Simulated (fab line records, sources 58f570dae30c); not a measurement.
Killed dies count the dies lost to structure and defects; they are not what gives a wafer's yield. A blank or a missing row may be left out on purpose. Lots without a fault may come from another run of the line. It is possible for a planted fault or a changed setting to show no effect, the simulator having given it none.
What tool caused it? :: flow berkeleyCmos170 :: 7 lots with 21 wafers sampled at 4 steps, on a route of 331 steps

== WHAT THE GAUGES SHOWED, per wafer ==
UCB170_SDANNEAL_RS_MEAS_03: measures by four-point-probe.
lot: L791
measured: day 7 06:46
on: filmMetro-01
NSD_RS (ohm/sq): 37.21 37.04 37.14

lot: L794
measured: day 7 10:44
on: filmMetro-01
NSD_RS (ohm/sq): 37.31 37.27 37.43

lot: L795
measured: day 8 22:01
on: filmMetro-03
NSD_RS (ohm/sq): 37.29 37.28 37.37

lot: L803
measured: day 10 03:00
on: filmMetro-03
NSD_RS (ohm/sq): 37.31 37.21 37.20

lot: L804
measured: day 10 05:22
on: filmMetro-04
NSD_RS (ohm/sq): - - -

lot: L808
measured: day 11 06:38
on: filmMetro-03
NSD_RS (ohm/sq): - - -

lot: L812
measured: day 12 04:30
on: filmMetro-03
NSD_RS (ohm/sq): 37.21 37.24 37.19

== WHICH TOOL RAN EACH LOT (tool, then ch and the chambers of the sampled wafers, then the start) ==
lot: L791
UCB170_NLDD_STRIP_10: plasmaAsher-04 ch 0,1, day 6 21:47
UCB170_SPACER_ETCHBACK_03: rieDiel-01 ch 0,3, day 7 01:53
UCB170_NSD_IMPLANT_08: implanter-01 ch 0, day 7 05:02

lot: L794
UCB170_NLDD_STRIP_10: plasmaAsher-01 ch 0,1, day 7 01:50
UCB170_SPACER_ETCHBACK_03: rieDiel-02 ch 1,2,3, day 7 05:39
UCB170_NSD_IMPLANT_08: implanter-02 ch 0, day 7 09:17

lot: L795
UCB170_NLDD_STRIP_10: plasmaAsher-03 ch 0,1, day 8 05:01
UCB170_SPACER_ETCHBACK_03: rieDiel-04 ch 0,1, day 8 12:05
UCB170_NSD_IMPLANT_08: implanter-01 ch 0, day 8 17:00

lot: L803
UCB170_NLDD_STRIP_10: plasmaAsher-04 ch 0, day 9 17:02
UCB170_SPACER_ETCHBACK_03: rieDiel-02 ch 0,2,3, day 9 19:53
UCB170_NSD_IMPLANT_08: implanter-02 ch 0, day 9 23:31

lot: L804
UCB170_NLDD_STRIP_10: plasmaAsher-04 ch 0,1, day 9 17:37
UCB170_SPACER_ETCHBACK_03: rieDiel-04 ch 2,3, day 9 23:55
UCB170_NSD_IMPLANT_08: implanter-02 ch 0, day 10 03:31

lot: L808
UCB170_NLDD_STRIP_10: plasmaAsher-04 ch 0,1, day 10 17:57
UCB170_SPACER_ETCHBACK_03: rieDiel-01 ch 0,2,3, day 10 23:26
UCB170_NSD_IMPLANT_08: implanter-02 ch 0, day 11 04:11

lot: L812
UCB170_NLDD_STRIP_10: plasmaAsher-01 ch 0,1, day 11 17:15
UCB170_SPACER_ETCHBACK_03: rieDiel-02 ch 1,2,3, day 11 22:38
UCB170_NSD_IMPLANT_08: implanter-04 ch 0, day 12 03:03
- UCB170_NLDD_STRIP_10: strips in O2.
- UCB170_SPACER_ETCHBACK_03: etches SiO2 in CHF3/CF4/Ar, stops on Si, target depth 376 nm, time 100 s.
- UCB170_NSD_IMPLANT_08

== THE ANSWER, worked out from the rows above alone ==
Rule: the lots themselves supply what counts as usual. Put in order of their means at a reading, lots are off if they are a third of the lots or fewer, leave a main group of 4 or more, and stand apart from it by a gap of 3 or more times the standard deviation of the main group's means; of several such gaps the widest counts. A main group whose means are all the same, to the digits that the tables above print for the reading, isn't used. A lot without any number at a reading at which 4 lots or more have one is off too. The other lots that the step has rows for count as sound.
Off: L804, L808, at UCB170_SDANNEAL_RS_MEAS_03 (NSD_RS). Without a number there: L804, L808. Mean 37.25 ohm/sq and standard deviation 0.074 in the main group.
If a tool, at a process step before that reading, ran all the lots that are off and no sound lot after the first of them, it fits. The gauges at UCB170_SDANNEAL_RS_MEAS_03 are tried like those tools. Can't be told from this: 2 tools fit, plasmaAsher-04 at UCB170_NLDD_STRIP_10, implanter-02 at UCB170_NSD_IMPLANT_08.

== WHAT THE SIMULATOR HAD INSERTED ==
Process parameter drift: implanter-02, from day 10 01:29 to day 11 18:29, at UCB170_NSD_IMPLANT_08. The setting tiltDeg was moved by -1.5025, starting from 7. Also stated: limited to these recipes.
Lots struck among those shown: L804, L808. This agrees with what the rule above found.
